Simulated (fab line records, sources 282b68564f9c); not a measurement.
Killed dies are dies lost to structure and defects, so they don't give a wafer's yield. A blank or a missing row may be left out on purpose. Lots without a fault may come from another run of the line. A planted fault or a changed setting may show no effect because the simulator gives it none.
Split-lot experiment | flow rit_cmos | 5 lots, 23 wafers read, on a route of 202 steps

THE SPLIT
At RIT_REOX_OXIDATION_03 (target thk 25.2 nm, ox time 5580 s), the setting temp_c was moved away from the recipe's 900 C on 20 of the 23 wafers read, by +0.9% to +2.4%. The other wafers ran this setting at the recipe's value.

The file shows no step between the split and the reading.

THE READING
REOX_OXIDE_THK, in nm, at RIT_REOX_THK_MEAS_04. Fault-free wafers of this fab line usually give 25.2 nm, standard deviation 0.53 nm.

wafer  | tool, chamber at the split | temp_c as run, C | against the recipe | REOX_OXIDE_THK, nm | against lot-mates on the recipe
L074.1 | -, -                       | 921.5            | +2.4%              | 31.5               | no lot-mate on the recipe
L074.2 | -, -                       | 921.5            | +2.4%              | 31.3               | no lot-mate on the recipe
L074.4 | -, -                       | 921.5            | +2.4%              | 31.5               | no lot-mate on the recipe
L074.5 | -, -                       | 921.5            | +2.4%              | 31.8               | no lot-mate on the recipe
L074.6 | -, -                       | 921.5            | +2.4%              | 31.2               | no lot-mate on the recipe
L078.1 | -, -                       | 908.5            | +0.9%              | 27.9               | no lot-mate on the recipe
L078.2 | -, -                       | 908.5            | +0.9%              | 28.0               | no lot-mate on the recipe
L078.3 | -, -                       | 908.5            | +0.9%              | 28.2               | no lot-mate on the recipe
L078.4 | -, -                       | 908.5            | +0.9%              | 27.8               | no lot-mate on the recipe
L078.5 | -, -                       | 908.5            | +0.9%              | 28.2               | no lot-mate on the recipe
L080.1 | -, -                       | 919.6            | +2.2%              | 29.9               | no lot-mate on the recipe
L080.3 | -, -                       | 919.6            | +2.2%              | 29.8               | no lot-mate on the recipe
L080.4 | -, -                       | 919.6            | +2.2%              | 29.5               | no lot-mate on the recipe
L080.5 | -, -                       | 919.6            | +2.2%              | 29.3               | no lot-mate on the recipe
L080.6 | -, -                       | 919.6            | +2.2%              | 29.7               | no lot-mate on the recipe
L082.1 | furnace-01, 0              | 900              | recipe             | 25.6               | -
L082.2 | furnace-01, 0              | 900              | recipe             | 25.6               | -
L082.3 | furnace-01, 0              | 900              | recipe             | 25.6               | -
L083.1 | -, -                       | 915.3            | +1.7%              | 29.8               | no lot-mate on the recipe
L083.2 | -, -                       | 915.3            | +1.7%              | 29.8               | no lot-mate on the recipe
L083.3 | -, -                       | 915.3            | +1.7%              | 30.0               | no lot-mate on the recipe
L083.4 | -, -                       | 915.3            | +1.7%              | 29.8               | no lot-mate on the recipe
L083.5 | -, -                       | 915.3            | +1.7%              | 29.7               | no lot-mate on the recipe

THE FIT
A straight line over all 23 wafers: REOX_OXIDE_THK changes by +2.16 nm for each +1% of temp_c; r = +0.96; the points scatter about the line by 0.56 nm.
Too few moved wafers have a lot-mate on the recipe to fit a line with each lot's own level taken away.

THE WHOLE CHAIN: every reading that the file lists as answering this split, in the file's order
step                  | what it does                       | reading                                                                           | change (the file's fit)              | r (the file's)
RIT_REOX_OXIDATION_03 | target thk 25.2 nm, ox time 5580 s | SiO2_of_REOX_OXIDATION_03.thk_nm (the simulator's own value, which no gauge read) | +2.17 nm for each +1% of the setting | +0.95
RIT_REOX_THK_MEAS_04  |                                    | REOX_OXIDE_THK                                                                    | +2.16 for each +1% of the setting    | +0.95

THE FILE'S OWN FIT
REOX_OXIDE_THK changes by +2.16 nm for each +1% of temp_c, r = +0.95.
